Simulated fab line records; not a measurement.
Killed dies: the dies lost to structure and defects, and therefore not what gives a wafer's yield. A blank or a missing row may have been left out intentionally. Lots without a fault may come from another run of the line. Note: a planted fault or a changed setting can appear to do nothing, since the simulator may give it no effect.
The same fault as seen by 2 desks :: flow berkeley_cmos170 :: each desk holds nothing but its own numbers, with what lay behind them at the end

TOOL OWNER'S DESK, furnace-02
The tool's own readings at UCB170_SPACER_ANNEAL_02 (time 1800 s): means of the sampled wafers that have a number, for each lot that ran on this tool. The brackets show how far a lot's mean lies from the usual mean; more than 4 standard deviations puts the lot out of limits, marked OUT.
Columns: A = spike_tc_centre_C at UCB170_SPACER_ANNEAL_02, usual 902.0 C; B = spike_tc_load_C at UCB170_SPACER_ANNEAL_02, usual 922.7 C; C = spike_tc_source_C at UCB170_SPACER_ANNEAL_02, usual 923 C; D = tube_center_temp_C at UCB170_SPACER_ANNEAL_02, usual 900 C; E = tube_center_temp_C_max at UCB170_SPACER_ANNEAL_02, usual 902.3
lot: L898
first seen here: day 7 02:12
A: 902.1
B: 924.8
C: 925
D: 900
E: 902.2

lot: L899
first seen here: day 7 02:12
A: 901.1
B: 923.5
C: 925
D: 900
E: 902.2

lot: L900
first seen here: day 7 02:12
A: 900.9
B: 924.9
C: 925
D: 900
E: 902.4

lot: L907
first seen here: day 8 21:25
A: 901.6
B: 923.0
C: 925
D: 900
E: 902.1

lot: L908
first seen here: day 8 21:25
A: 901.6
B: 925.1
C: 927
D: 900
E: 902.5

lot: L911
first seen here: day 8 21:25
A: 900.7
B: 924.1
C: 925
D: 900
E: 902.6

lot: L914
first seen here: day 10 02:20
A: 914.4 (+11) OUT
B: 935.3 (+4.5) OUT
C: 937 (+4.1) OUT
D: 912 (+99 or more) OUT
E: 914.1 (+33) OUT

lot: L915
first seen here: day 10 02:20
A: 913.3 (+10) OUT
B: 935.6 (+4.6) OUT
C: 938 (+4.4) OUT
D: 912 (+99 or more) OUT
E: 913.7 (+32) OUT

lot: L916
first seen here: day 10 02:20
A: 913.1 (+10) OUT
B: 935.6 (+4.6) OUT
C: 938 (+4.4) OUT
D: 912 (+99 or more) OUT
E: 914.1 (+33) OUT
This desk's finding: out of limits on L914, L915, L916; first on L914, day 10 02:20 (spike_tc_centre_C at UCB170_SPACER_ANNEAL_02). L898, L899, L900, L907, L908, L911: within limits.

THE METROLOGY DESK
Means of the sampled wafers that have a number, per lot and without regard to the tool the lot ran on: this is what the gauges read. The brackets show how far a lot's mean lies from the usual mean; more than 4 standard deviations puts the lot out of limits, marked OUT.
Columns: A = PLDD_RS at UCB170_SDANNEAL_RS_MEAS_04, usual 1031.4 ohm/sq
lot: L898
first seen here: day 7 08:43
A: 1029.0

lot: L900
first seen here: day 7 10:49
A: 1029.7

lot: L899
first seen here: day 7 11:05
A: 1035.3

lot: L903
first seen here: day 8 07:47
A: 1032.6

lot: L905
first seen here: day 8 08:16
A: 1033.1

lot: L904
first seen here: day 8 08:17
A: 1031.0

lot: L906
first seen here: day 8 17:28
A: 1031.2

lot: L911
first seen here: day 9 04:31
A: 1031.6

lot: L908
first seen here: day 9 04:58
A: 1033.3

lot: L907
first seen here: day 9 05:55
A: 1030.9

lot: L916
first seen here: day 10 10:00
A: 988.0 (-19) OUT

lot: L915
first seen here: day 10 10:11
A: 987.3 (-19) OUT

lot: L914
first seen here: day 10 10:23
A: 989.5 (-18) OUT

lot: L919
first seen here: day 10 20:13
A: 1031.9

lot: L920
first seen here: day 11 10:10
A: 1032.0
This desk's result: L914, L915, L916 out of limits, first on L916 (PLDD_RS at UCB170_SDANNEAL_RS_MEAS_04), day 10 10:00. L898, L900, L899, L903, L905, L904, L906, L911, L908, L907, L919, L920: within limits.

PUT TOGETHER
An alarm could have come from the tool owner's desk at day 10 02:20, on L914, L915, L916.
The metrology desk could have raised an alarm at day 10 10:00, on L914, L915, L916.
The lots listed all ran UCB170_SPACER_ANNEAL_02 on furnace-02.

WHAT THE SIMULATOR PUT IN
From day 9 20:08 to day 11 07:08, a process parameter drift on furnace-02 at UCB170_SPACER_ANNEAL_02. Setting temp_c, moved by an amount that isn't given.
Shown lots that were struck: L914, L915, L916.
Counting hours from when the fault started, the first reading out of limits came at 6 for the tool owner's desk and at 14 for the metrology desk.
